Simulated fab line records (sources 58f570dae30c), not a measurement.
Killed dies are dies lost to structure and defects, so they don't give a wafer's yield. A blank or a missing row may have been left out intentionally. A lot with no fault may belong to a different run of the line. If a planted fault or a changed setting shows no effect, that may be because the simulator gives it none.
Comparing a struck lot with a sound one / flow berkeley cmos170 / 14 steps out of a route of 331
Sound: wafers L654.2, L654.3, L654.4. Struck: wafers L663.2, L663.4, L663.5. The cause is named last.
Per side, at each step with rows, come the tool, then ch with its chambers, and then its first start. Under that, the readings that differ: sound wafers / struck wafers / difference of the means / sigmas: that difference in standard deviations of wafers without a fault.
alike: readings whose means differ by less than 2 such deviations, and words and numbers that are the same on both sides. not compared: withheld readings, readings that some wafer has no value for, bounds like >300 that may hide the same value, and numbers for which the record gives no deviation and whose values overlap.
A row with sigmas, a row that says differs or no value, or rows on one side alone: a step with any of these is where the two part. Non-overlapping numbers with no deviation appear without sigmas and do not part them. A reading missing from all wafers of one side parts the sides only when that side holds two or more wafers.

first, 2 steps without rows for these wafers: UCB170_ACTIVE_ANNEAL_04 (time 900 s); UCB170_ACTIVE_CVD_05 (deposits Si3N4 from SiH2Cl2/NH3, target thk 220 nm, time 3300 s).
UCB170_ACTIVE_THK_MEAS_06:
  sound on film metro-03 at day 5 21:26; struck on film metro-03 at day 7 20:19
  alike: ACTIVE_NITRIDE_THK
then, 6 steps without rows for these wafers: UCB170_ACTIVE_HMDS_07 (prime time 60 s); UCB170_ACTIVE_COAT_08 (resist thk 900 nm); UCB170_ACTIVE_SOFTBAKE_09 (time 60 s); UCB170_ACTIVE_EXPOSE_10 (exposes mask ACTIVE, target cd 1200 nm); UCB170_ACTIVE_PEB_11; UCB170_ACTIVE_DEVELOP_12 (develop time 45.82 s).
UCB170_ACTIVE_CD_MEAS_13: target cd 1200 nm.
  sound on cd sem-01 at day 5 22:28; struck on cd sem-01 at day 7 21:22
  alike: cd nm
UCB170_ACTIVE_OVL_MEAS_14:
  sound on overlay-01 at day 5 22:34; struck on overlay-02 at day 7 21:28
  alike: ACTIVE_OVL
UCB170_ACTIVE_ETCH_15: etches Si3N4 in CH3F/Ar/O2, stops on SiO2, target depth 242 nm, time 151 s.
  sound on rie diel-02 ch 0,1,2, day 5 22:36; struck on rie diel-04 ch 0,1,2, day 7 21:29
  alike: drypump motor current A, oes product au, throttle valve pct
  not compared: rf hours counter h
UCB170_ACTIVE_STRIP_16: strips in O2.
  sound on plasma asher-04 ch 0,1, day 5 22:42; struck on plasma asher-01 ch 0, day 7 21:36
  no value came back on the struck wafers for any of 5 readings (chamber pressure mTorr (mTorr), drypump motor current A (A) and others); on the sound wafers chamber pressure mTorr (mTorr) reads 3501 3502 3496
reading=model.KrF_of_ACTIVE_COAT_08.thk nm (nm); sound=0 0 0; struck=726.1 724.4 721.4; difference=+724.0; sigmas=
  not compared: rf hours counter h
UCB170_ACTIVE_CD_MEAS_90: target cd 1200 nm.
  sound on cd sem-02 at day 5 22:49; struck on cd sem-02 at day 7 21:43
  alike: cd nm

WHERE THEY PART
Only at UCB170_ACTIVE_STRIP_16, as far as this record shows. Later steps at which nothing parts them and some readings are alike: UCB170_ACTIVE_CD_MEAS_90.

WHY: whatever the simulator had introduced
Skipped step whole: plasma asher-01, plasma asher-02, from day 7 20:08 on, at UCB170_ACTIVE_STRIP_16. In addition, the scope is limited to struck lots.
